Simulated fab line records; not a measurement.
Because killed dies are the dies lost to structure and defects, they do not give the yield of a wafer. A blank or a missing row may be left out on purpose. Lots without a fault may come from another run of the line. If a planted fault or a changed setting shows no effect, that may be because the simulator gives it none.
Which tool was responsible? / flow berkeley_cmos170 / 15 lots with 45 wafers sampled at 4 steps, on a route of 331 steps

== WHAT THE GAUGES READ, wafer by wafer ==
UCB170_V1_CD_MEAS_90: the cd target is 700 nm.
lot=L578; measured=day 8 18:05; on=cd_sem-01; cd_nm (nm)=700.0 701.1 699.4
lot=L582; measured=day 9 06:50; on=cd_sem-02; cd_nm (nm)=700.2 700.4 700.1
lot=L580; measured=day 9 07:47; on=cd_sem-02; cd_nm (nm)=699.2 699.7 699.4
lot=L586; measured=day 9 16:36; on=cd_sem-01; cd_nm (nm)=700.8 699.6 700.2
lot=L584; measured=day 9 18:46; on=cd_sem-01; cd_nm (nm)=700.2 701.8 700.8
lot=L585; measured=day 9 19:17; on=cd_sem-01; cd_nm (nm)=698.5 698.4 698.4
lot=L591; measured=day 11 09:23; on=cd_sem-01; cd_nm (nm)=698.9 698.9 697.3
lot=L596; measured=day 12 09:55; on=cd_sem-02; cd_nm (nm)=699.0 701.2 698.5
lot=L595; measured=day 12 11:31; on=cd_sem-02; cd_nm (nm)=697.2 697.2 694.1
lot=L594; measured=day 12 11:06; on=cd_sem-01; cd_nm (nm)=698.6 697.9 699.3
lot=L598; measured=day 12 11:42; on=cd_sem-01; cd_nm (nm)=699.3 698.7 699.8
lot=L597; measured=day 12 11:11; on=cd_sem-02; cd_nm (nm)=697.9 697.8 699.3
lot=L599; measured=day 13 05:17; on=cd_sem-01; cd_nm (nm)=699.1 701.2 699.7
lot=L600; measured=day 13 05:50; on=cd_sem-02; cd_nm (nm)=700.3 698.8 701.4
lot=L601; measured=day 13 22:59; on=cd_sem-01; cd_nm (nm)=700.3 700.7 700.9

== EACH LOT AND THE TOOL THAT RAN IT (in order: tool; ch and the chambers of the sampled wafers; start) ==
lot=L578; UCB170_BACKSIDE_STRIP_03=plasma_asher-02 ch 0,1, day 8 04:30; UCB170_M1_ETCH_11=rie_diel-03 ch 0,2, day 8 12:03; UCB170_V1_CMP_02=cmp-02 ch 2,3, day 8 14:44
lot=L582; UCB170_BACKSIDE_STRIP_03=plasma_asher-02 ch 0,1, day 8 18:01; UCB170_M1_ETCH_11=rie_diel-01 ch 2,3, day 9 02:35; UCB170_V1_CMP_02=cmp-02 ch 1,2,3, day 9 04:37
lot=L580; UCB170_BACKSIDE_STRIP_03=plasma_asher-02 ch 0,1, day 8 18:52; UCB170_M1_ETCH_11=rie_diel-01 ch 1,2,3, day 9 03:46; UCB170_V1_CMP_02=cmp-01 ch 0,1,3, day 9 05:54
lot=L586; UCB170_BACKSIDE_STRIP_03=plasma_asher-02 ch 0,1, day 9 04:34; UCB170_M1_ETCH_11=rie_diel-02 ch 0,3, day 9 11:56; UCB170_V1_CMP_02=cmp-01 ch 0,1,2, day 9 14:03
lot=L584; UCB170_BACKSIDE_STRIP_03=plasma_asher-02 ch 0,1, day 9 05:13; UCB170_M1_ETCH_11=rie_diel-01 ch 0,2,3, day 9 13:55; UCB170_V1_CMP_02=cmp-01 ch 0,3, day 9 16:34
lot=L585; UCB170_BACKSIDE_STRIP_03=plasma_asher-03 ch 1, day 9 05:24; UCB170_M1_ETCH_11=rie_diel-03 ch 1,2,3, day 9 14:14; UCB170_V1_CMP_02=cmp-02 ch 0,1,2, day 9 16:37
lot=L591; UCB170_BACKSIDE_STRIP_03=plasma_asher-04 ch 0,1, day 10 19:43; UCB170_M1_ETCH_11=rie_diel-03 ch 0,1,2, day 11 04:35; UCB170_V1_CMP_02=cmp-02 ch 0,1,3, day 11 06:32
lot=L596; UCB170_BACKSIDE_STRIP_03=plasma_asher-03 ch 0,1, day 11 17:05; UCB170_M1_ETCH_11=rie_diel-02 ch 0,1, day 12 02:22; UCB170_V1_CMP_02=cmp-01 ch 1,2,3, day 12 04:25
lot=L595; UCB170_BACKSIDE_STRIP_03=plasma_asher-02 ch 0,1, day 11 17:32; UCB170_M1_ETCH_11=rie_diel-03 ch 0,2, day 12 03:00; UCB170_V1_CMP_02=cmp-02 ch 0,2, day 12 05:39
lot=L594; UCB170_BACKSIDE_STRIP_03=plasma_asher-03 ch 0,1, day 11 17:32; UCB170_M1_ETCH_11=rie_diel-02 ch 1,2,3, day 12 03:16; UCB170_V1_CMP_02=cmp-01 ch 0,1,2, day 12 05:39
lot=L598; UCB170_BACKSIDE_STRIP_03=plasma_asher-04 ch 0,1, day 11 18:16; UCB170_M1_ETCH_11=rie_diel-03 ch 0,2, day 12 03:49; UCB170_V1_CMP_02=cmp-01 ch 0,1,3, day 12 07:08
lot=L597; UCB170_BACKSIDE_STRIP_03=plasma_asher-03 ch 0,1, day 11 18:22; UCB170_M1_ETCH_11=rie_diel-03 ch 0,2, day 12 03:32; UCB170_V1_CMP_02=cmp-02 ch 1,2,3, day 12 05:57
lot=L599; UCB170_BACKSIDE_STRIP_03=plasma_asher-02 ch 0,1, day 12 14:28; UCB170_M1_ETCH_11=rie_diel-01 ch 0,1,2, day 12 23:09; UCB170_V1_CMP_02=cmp-01 ch 0,1,2, day 13 01:14
lot=L600; UCB170_BACKSIDE_STRIP_03=plasma_asher-04 ch 0,1, day 12 15:14; UCB170_M1_ETCH_11=rie_diel-02 ch 1,2, day 12 23:32; UCB170_V1_CMP_02=cmp-02 ch 0,2, day 13 02:34
lot=L601; UCB170_BACKSIDE_STRIP_03=plasma_asher-02 ch 0,1, day 13 07:31; UCB170_M1_ETCH_11=rie_diel-02 ch 0,1,3, day 13 16:38; UCB170_V1_CMP_02=cmp-02 ch 1,3, day 13 19:34
- UCB170_BACKSIDE_STRIP_03: strips in O2.
- UCB170_M1_ETCH_11: etches BARC in N2/H2.
- UCB170_V1_CMP_02: polishes SiO2.

== AS READ BY THE TOOLS THEMSELVES (means over the sampled wafers that have a number; for cases with no such wafer, the mark the record gives instead) ==
UCB170_BACKSIDE_STRIP_03.
lot=L578; tool=plasma_asher-02; drypump_motor_current_A (A)=5.54; oes_product_au (a.u.)=0.731; strip_time_to_endpoint_s (s)=21.99
lot=L582; tool=plasma_asher-02; drypump_motor_current_A (A)=5.57; oes_product_au (a.u.)=0.735; strip_time_to_endpoint_s (s)=22.00
lot=L580; tool=plasma_asher-02; drypump_motor_current_A (A)=5.57; oes_product_au (a.u.)=0.714; strip_time_to_endpoint_s (s)=23.13
lot=L586; tool=plasma_asher-02; drypump_motor_current_A (A)=5.55; oes_product_au (a.u.)=0.693; strip_time_to_endpoint_s (s)=24.16
lot=L584; tool=plasma_asher-02; drypump_motor_current_A (A)=5.56; oes_product_au (a.u.)=0.693; strip_time_to_endpoint_s (s)=24.19
lot=L585; tool=plasma_asher-03; drypump_motor_current_A (A)=6.00; oes_product_au (a.u.)=0.738; strip_time_to_endpoint_s (s)=21.95
lot=L591; tool=plasma_asher-04; drypump_motor_current_A (A)=5.13; oes_product_au (a.u.)=0.734; strip_time_to_endpoint_s (s)=21.99
lot=L596; tool=plasma_asher-03; drypump_motor_current_A (A)=5.95; oes_product_au (a.u.)=0.731; strip_time_to_endpoint_s (s)=21.95
lot=L595; tool=plasma_asher-02; drypump_motor_current_A (A)=5.57; oes_product_au (a.u.)=0.732; strip_time_to_endpoint_s (s)=22.02
lot=L594; tool=plasma_asher-03; drypump_motor_current_A (A)=5.97; oes_product_au (a.u.)=0.733; strip_time_to_endpoint_s (s)=22.07
lot=L598; tool=plasma_asher-04; drypump_motor_current_A (A)=5.15; oes_product_au (a.u.)=0.731; strip_time_to_endpoint_s (s)=21.82
lot=L597; tool=plasma_asher-03; drypump_motor_current_A (A)=5.99; oes_product_au (a.u.)=0.735; strip_time_to_endpoint_s (s)=21.95
lot=L599; tool=plasma_asher-02; drypump_motor_current_A (A)=5.58; oes_product_au (a.u.)=0.734; strip_time_to_endpoint_s (s)=21.93
lot=L600; tool=plasma_asher-04; drypump_motor_current_A (A)=5.18; oes_product_au (a.u.)=0.734; strip_time_to_endpoint_s (s)=21.91
lot=L601; tool=plasma_asher-02; drypump_motor_current_A (A)=5.56; oes_product_au (a.u.)=0.729; strip_time_to_endpoint_s (s)=21.96

UCB170_M1_ETCH_11.
lot=L578; tool=rie_diel-03; bias_w (W)=100.34; drypump_motor_current_A (A)=5.4; n2_flow_sccm (sccm)=100.07; oes_product_au (a.u.)=1.013; throttle_valve_pct (%)=13.19
lot=L582; tool=rie_diel-01; bias_w (W)=99.89; drypump_motor_current_A (A)=6.4; n2_flow_sccm (sccm)=99.88; oes_product_au (a.u.)=1.027; throttle_valve_pct (%)=13.38
lot=L580; tool=rie_diel-01; bias_w (W)=100.04; drypump_motor_current_A (A)=6.0; n2_flow_sccm (sccm)=99.95; oes_product_au (a.u.)=1.030; throttle_valve_pct (%)=13.49
lot=L586; tool=rie_diel-02; bias_w (W)=99.89; drypump_motor_current_A (A)=5.0; n2_flow_sccm (sccm)=100.23; oes_product_au (a.u.)=0.976; throttle_valve_pct (%)=13.41
lot=L584; tool=rie_diel-01; bias_w (W)=99.61; drypump_motor_current_A (A)=6.0; n2_flow_sccm (sccm)=100.11; oes_product_au (a.u.)=1.012; throttle_valve_pct (%)=13.33
lot=L585; tool=rie_diel-03; bias_w (W)=99.98; drypump_motor_current_A (A)=5.5; n2_flow_sccm (sccm)=100.03; oes_product_au (a.u.)=1.019; throttle_valve_pct (%)=13.21
lot=L591; tool=rie_diel-03; bias_w (W)=99.75; drypump_motor_current_A (A)=5.3; n2_flow_sccm (sccm)=100.06; oes_product_au (a.u.)=1.006; throttle_valve_pct (%)=13.17
lot=L596; tool=rie_diel-02; bias_w (W)=99.87; drypump_motor_current_A (A)=5.5; n2_flow_sccm (sccm)=100.18; oes_product_au (a.u.)=1.003; throttle_valve_pct (%)=13.42
lot=L595; tool=rie_diel-03; bias_w (W)=100.04; drypump_motor_current_A (A)=5.3; n2_flow_sccm (sccm)=99.86; oes_product_au (a.u.)=1.007; throttle_valve_pct (%)=13.18
lot=L594; tool=rie_diel-02; bias_w (W)=99.98; drypump_motor_current_A (A)=5.3; n2_flow_sccm (sccm)=99.79; oes_product_au (a.u.)=0.986; throttle_valve_pct (%)=13.43
lot=L598; tool=rie_diel-03; bias_w (W)=99.87; drypump_motor_current_A (A)=5.4; n2_flow_sccm (sccm)=100.07; oes_product_au (a.u.)=1.002; throttle_valve_pct (%)=13.19
lot=L597; tool=rie_diel-03; bias_w (W)=99.95; drypump_motor_current_A (A)=5.4; n2_flow_sccm (sccm)=99.82; oes_product_au (a.u.)=1.007; throttle_valve_pct (%)=13.20
lot=L599; tool=rie_diel-01; bias_w (W)=99.84; drypump_motor_current_A (A)=5.6; n2_flow_sccm (sccm)=99.80; oes_product_au (a.u.)=0.999; throttle_valve_pct (%)=13.45
lot=L600; tool=rie_diel-02; bias_w (W)=100.03; drypump_motor_current_A (A)=5.5; n2_flow_sccm (sccm)=99.90; oes_product_au (a.u.)=1.000; throttle_valve_pct (%)=13.44
lot=L601; tool=rie_diel-02; bias_w (W)=99.91; drypump_motor_current_A (A)=5.2; n2_flow_sccm (sccm)=99.78; oes_product_au (a.u.)=0.997; throttle_valve_pct (%)=13.42

UCB170_V1_CMP_02.
lot=L578; tool=cmp-02; motor_current_A (A)=15.7; platen_rpm (rpm)=59.98; slurry_filter_dp_kPa (kPa)=13.36
lot=L582; tool=cmp-02; motor_current_A (A)=15.2; platen_rpm (rpm)=60.01; slurry_filter_dp_kPa (kPa)=13.52
lot=L580; tool=cmp-01; motor_current_A (A)=15.9; platen_rpm (rpm)=60.02; slurry_filter_dp_kPa (kPa)=13.48
lot=L586; tool=cmp-01; motor_current_A (A)=16.0; platen_rpm (rpm)=59.97; slurry_filter_dp_kPa (kPa)=13.54
lot=L584; tool=cmp-01; motor_current_A (A)=14.8; platen_rpm (rpm)=60.02; slurry_filter_dp_kPa (kPa)=13.47
lot=L585; tool=cmp-02; motor_current_A (A)=16.2; platen_rpm (rpm)=59.98; slurry_filter_dp_kPa (kPa)=13.45
lot=L591; tool=cmp-02; motor_current_A (A)=15.4; platen_rpm (rpm)=60.02; slurry_filter_dp_kPa (kPa)=13.50
lot=L596; tool=cmp-01; motor_current_A (A)=16.7; platen_rpm (rpm)=60.01; slurry_filter_dp_kPa (kPa)=13.52
lot=L595; tool=cmp-02; motor_current_A (A)=16.2; platen_rpm (rpm)=59.99; slurry_filter_dp_kPa (kPa)=13.51
lot=L594; tool=cmp-01; motor_current_A (A)=16.4; platen_rpm (rpm)=60.02; slurry_filter_dp_kPa (kPa)=13.46
lot=L598; tool=cmp-01; motor_current_A (A)=15.8; platen_rpm (rpm)=60.01; slurry_filter_dp_kPa (kPa)=13.51
lot=L597; tool=cmp-02; motor_current_A (A)=15.1; platen_rpm (rpm)=60.00; slurry_filter_dp_kPa (kPa)=13.62
lot=L599; tool=cmp-01; motor_current_A (A)=16.3; platen_rpm (rpm)=59.96; slurry_filter_dp_kPa (kPa)=13.35
lot=L600; tool=cmp-02; motor_current_A (A)=16.5; platen_rpm (rpm)=60.01; slurry_filter_dp_kPa (kPa)=13.56
lot=L601; tool=cmp-02; motor_current_A (A)=14.8; platen_rpm (rpm)=59.98; slurry_filter_dp_kPa (kPa)=13.25

== THE ANSWER, worked out from the rows above alone ==
Rule: what is usual is taken from the lots themselves. The widest of any qualifying gaps counts: lots, ordered by their means at a reading, are off when they make up no more than a third of the lots, leave a main group of 4 or more, and stand apart from it by 3 or more times the standard deviation of that group's means. A main group is skipped when, at the precision printed for the reading in the tables above, its means are all equal. Also off: a lot with no number at a reading for which 4 or more lots have one. Any other lot the step has rows for is counted as sound. Order of review: gauges by route order, followed by the tools' own readings, for which a lot's mean as printed above is used. The first step at which some lot is off is used, and at that step the reading that is off furthest; a lot without a number counts as furthest.
Off, at UCB170_BACKSIDE_STRIP_03 on strip_time_to_endpoint_s: L580, L586, L584. For the main group the mean is 21.96 s and the standard deviation 0.059.
A tool fits if, at that step or a process step before it, it ran every lot that is off, and no sound lot after the first of them. Not one of the candidates tried fits.

== WHAT THE SIMULATOR HAD PUT IN ==
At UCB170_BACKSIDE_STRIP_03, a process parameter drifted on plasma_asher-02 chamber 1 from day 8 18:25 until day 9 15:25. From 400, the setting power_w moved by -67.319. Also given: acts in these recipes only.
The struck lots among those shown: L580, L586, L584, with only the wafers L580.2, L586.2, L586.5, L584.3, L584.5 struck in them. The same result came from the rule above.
